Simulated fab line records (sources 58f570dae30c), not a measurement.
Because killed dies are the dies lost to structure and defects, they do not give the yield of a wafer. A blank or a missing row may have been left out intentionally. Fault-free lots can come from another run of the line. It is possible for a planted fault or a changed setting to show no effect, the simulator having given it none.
One fault seen from 2 desks / flow berkeleyCmos170 / each desk has only its own numbers; what lay behind them comes last

DESK OF THE TOOL OWNER: rieDiel-04
The tool's own readings at UCB170_V1_ETCH_14 (etches SiO2 in CHF3/CF4/Ar, stops on Al, target depth 1250 nm, time 291 s): means of the sampled wafers that have a number, for each lot that ran on this tool. Any lot whose mean is over 4 standard deviations away from the usual mean is out of limits and marked OUT; that distance is given in the brackets.
Columns: A = drypumpMotorCurrentA at UCB170_V1_ETCH_14, usual 5.6 A; B = oesProductAu at UCB170_V1_ETCH_14, usual 0.880 a.u.; C = rfFwdPowerW at UCB170_V1_ETCH_14, usual 698.3 W; D = throttleValvePct at UCB170_V1_ETCH_14, usual 6.94 %
lot=L265; first seen here=day 7 05:43; A=5.7; B=0.883; C=698.9; D=6.92
lot=L269; first seen here=day 8 05:08; A=5.9; B=0.882; C=700.5; D=6.93
lot=L268; first seen here=day 8 05:40; A=5.8; B=0.877; C=701.0; D=6.99
lot=L278; first seen here=day 10 03:08; A=5.8; B=0.882; C=697.2; D=6.99
lot=L279; first seen here=day 10 14:53; A=5.8; B=0.876; C=698.3; D=6.99
This desk found nothing out of limits on any of the 5 lots.

AT THE METROLOGY DESK
Lot by lot, what the gauges showed, no matter which tool ran the lot: averages of those sampled wafers that carry a number. Any lot whose mean is over 4 standard deviations away from the usual mean is out of limits and marked OUT; that distance is given in the brackets.
Columns: A = NLDD_RS at UCB170_SDANNEAL_RS_MEAS_05, usual 617.2 ohm/sq; B = cdNm at UCB170_CONTACT_CD_MEAS_90, usual 699.2 nm; C = cdNm at UCB170_V1_CD_MEAS_90, usual 700.3 nm
lot=L265; first seen here=day 6 12:52; A=617.5; B=700.7; C=702.4
lot=L267; first seen here=day 6 19:07; A=617.3; B=698.9; C=700.3
lot=L268; first seen here=day 7 09:15; A=617.3; B=699.6; C=697.8
lot=L269; first seen here=day 7 10:20; A=618.9; B=696.1; C=703.3
lot=L270; first seen here=day 7 10:43; A=619.1; B=699.9; C=699.1
lot=L271; first seen here=day 7 21:53; A=617.0; B=697.5; C=700.5
lot=L276; first seen here=day 9 03:58; A=617.3; B=699.4; C=699.2
lot=L278; first seen here=day 9 14:31; A=618.0; B=697.9; C=700.4
lot=L279; first seen here=day 9 23:47; A=616.1; B=699.7; C=703.4
lot=L280; first seen here=day 9 23:49; A=616.4; B=700.6; C=698.6
lot=L283; first seen here=day 10 17:02; A=617.4; B=699.2; C=701.3
lot=L284; first seen here=day 10 17:12; A=614.8; B=698.5; C=700.1
lot=L286; first seen here=day 11 05:49; A=619.6; B=699.6; C=702.2
lot=L288; first seen here=day 11 09:52; A=619.1; B=701.2; C=700.6
This desk found nothing out of limits on any of the 14 lots.

PUT TOGETHER
Nothing out of limits was seen by the tool owner's desk.
Nothing out of limits was seen by the metrology desk.

WHAT WAS PUT IN BY THE SIMULATOR
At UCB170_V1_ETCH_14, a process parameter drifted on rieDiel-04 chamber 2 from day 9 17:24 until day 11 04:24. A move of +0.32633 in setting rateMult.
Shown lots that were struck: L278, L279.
